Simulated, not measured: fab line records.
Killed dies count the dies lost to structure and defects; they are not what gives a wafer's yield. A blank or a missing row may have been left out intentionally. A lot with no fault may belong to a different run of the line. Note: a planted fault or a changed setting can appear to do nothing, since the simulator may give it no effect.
Comparing a struck lot with a sound one / flow rit-cmos / 26 out of 202 route steps
Sound: the wafers L910.1, L910.5, L910.6. Wafers L923.2, L923.3, L923.5 were the ones struck. The cause comes at the end.
Each step with rows lists, per side, the tool, then ch with its chambers, then its first start. Under that, the readings that differ: sound wafers / struck wafers / difference of the means / sigmas: that difference in standard deviations of wafers without a fault.
alike: readings with means less than 2 such deviations apart, plus words and numbers identical on both sides. not compared: withheld readings, readings lacking a value on some wafer, bounds such as >300 that could conceal the same value, and numbers that have no deviation in the record and whose values overlap.
Wherever a step has rows on one side only, a row that says differs or no value, or a row with sigmas, the two part there. Numbers that don't overlap but have no deviation are shown without sigmas and don't part them. Lack of a reading on every wafer of one side parts them only where that side has two or more wafers.

first, 1 step without rows for these wafers: RIT_PRETRO_IMPLANT_08.
RIT_PRETRO_STRIP_09: strips in O2, time 180 s.
  sound on plasma-asher-02 ch 0,1, day 4 05:20; struck on plasma-asher-03 ch 0,1, day 6 19:02
  alike: drypump-motor-current-A
  not compared: rf-hours-counter-h
RIT_PRETRO_TW_MEAS_10:
  sound: film-metro-01 at day 4 05:31; struck: film-metro-04 at day 6 19:14
reading=PRETRO_TW; sound=466 466 463; struck=477 476 479; difference=+12; sigmas=+2
then, 5 steps without rows for these wafers: RIT_GATE_WET_ETCH_00 (etches SiO2 in BOE, target depth 56 nm, time 60 s); RIT_GATE_CLEAN_01 (cleans in SC1, time 600 s); RIT_GATE_CLEAN_02 (cleans in dHF, time 30 s); RIT_GATE_CLEAN_03 (cleans in SC2, time 600 s); RIT_GATE_CLEAN_04 (cleans in dHF, time 58.39 s).
RIT_FOX2_THK_MEAS_91:
  sound: film-metro-01 at day 4 06:00; struck: film-metro-01 at day 6 19:43
  alike: FIELD_OXIDE_LEFT_2_THK
then, 2 steps without rows for these wafers: RIT_GATE_OXIDATION_05 (target thk 3 nm, ox time 270 s); RIT_GATE_ANNEAL_06 (time 600 s).
RIT_GATE_THK_MEAS_07:
  sound: film-metro-03 at day 4 07:23; struck: film-metro-02 at day 6 22:19
  alike: GATE_OXIDE_THK
RIT_GATE_CVD_08: deposits poly-Si from SiH4, target thk 250 nm, time 2220 s.
  sound on lpcvd-01 ch 1, day 4 07:26; struck on lpcvd-01 ch 1, day 6 22:22
reading=model.poly-Si_of_GATE_CVD_08.thk-nm (nm); sound=254.6 252 252.6; struck=401.3 401.6 402.9; difference=+148.9; sigmas=
RIT_GATE_THK_MEAS_09:
  sound: film-metro-01 at day 4 09:04; struck: film-metro-03 at day 6 23:59
reading=GATE_POLY_THK (nm); sound=254.6 252.0 252.6; struck=401.4 401.5 403.1; difference=+148.9; sigmas=+51
then, 6 steps without rows for these wafers: RIT_GATE_HMDS_10 (prime time 60 s); RIT_GATE_COAT_11 (resist thk 850 nm); RIT_GATE_SOFTBAKE_12 (time 60 s); RIT_GATE_EXPOSE_13 (exposes mask M6, target cd 150 nm); RIT_GATE_PEB_14; RIT_GATE_DEVELOP_15 (develop time 50 s).
RIT_GATE_CD_MEAS_16: target cd 150 nm.
  sound: cd-sem-01 at day 4 10:22; struck: cd-sem-02 at day 7 01:02
  alike: cd-nm
RIT_GATE_OVL_MEAS_17:
  sound: overlay-01 at day 4 10:29; struck: overlay-01 at day 7 01:08
  alike: GATE_OVL
then, 1 step without rows for these wafers: RIT_GATE_HARDBAKE_18 (time 60 s).
RIT_GATE_ETCH_19: etches poly-Si in SF6/CHF3/O2, stops on SiO2, time 165 s, target depth 312.5 nm.
  sound on rie-si-01 ch 0,1,3, day 4 10:41; struck on rie-si-02 ch 0,3, day 7 01:19
reading=oes-product-au (a.u.); sound=0.844 0.861 0.849; struck=1.046 0.977 0.990; difference=+0.153; sigmas=+12
reading=model.GATE.feature-depth-nm (nm); sound=254.6 252 252.6; struck=324.5 306.5 308.7; difference=+60.2; sigmas=
reading=model.etch.depth-nm (nm); sound=254.6 252 252.6; struck=324.5 306.5 308.7; difference=+60.2; sigmas=
  alike: drypump-motor-current-A, throttle-valve-pct
  not compared: rf-hours-counter-h
RIT_GATE_STRIP_20: strips in O2, time 180 s.
  sound on plasma-asher-01 ch 0,1, day 4 10:47; struck on plasma-asher-01 ch 1, day 7 01:26
  alike: drypump-motor-current-A
  not compared: rf-hours-counter-h
RIT_M1_PROBE_99:
  sound: prober-02 at day 5 12:35; struck: prober-01 at day 7 22:19
reading=killed-at-front-end; sound=12 7 8; struck=264 264 264; difference=+255; sigmas=+82
reading=killed-dies; sound=12 7 8; struck=264 264 264; difference=+255; sigmas=+80
reading=killed-on-rim; sound=4 1 3; struck=70 70 70; difference=+67; sigmas=+42
  alike: killed-at-contacts, killed-open, killed-short

## WHERE THEY PART
First at RIT_PRETRO_TW_MEAS_10; last, within this record, at RIT_M1_PROBE_99.

WHY: what had been put in by the simulator
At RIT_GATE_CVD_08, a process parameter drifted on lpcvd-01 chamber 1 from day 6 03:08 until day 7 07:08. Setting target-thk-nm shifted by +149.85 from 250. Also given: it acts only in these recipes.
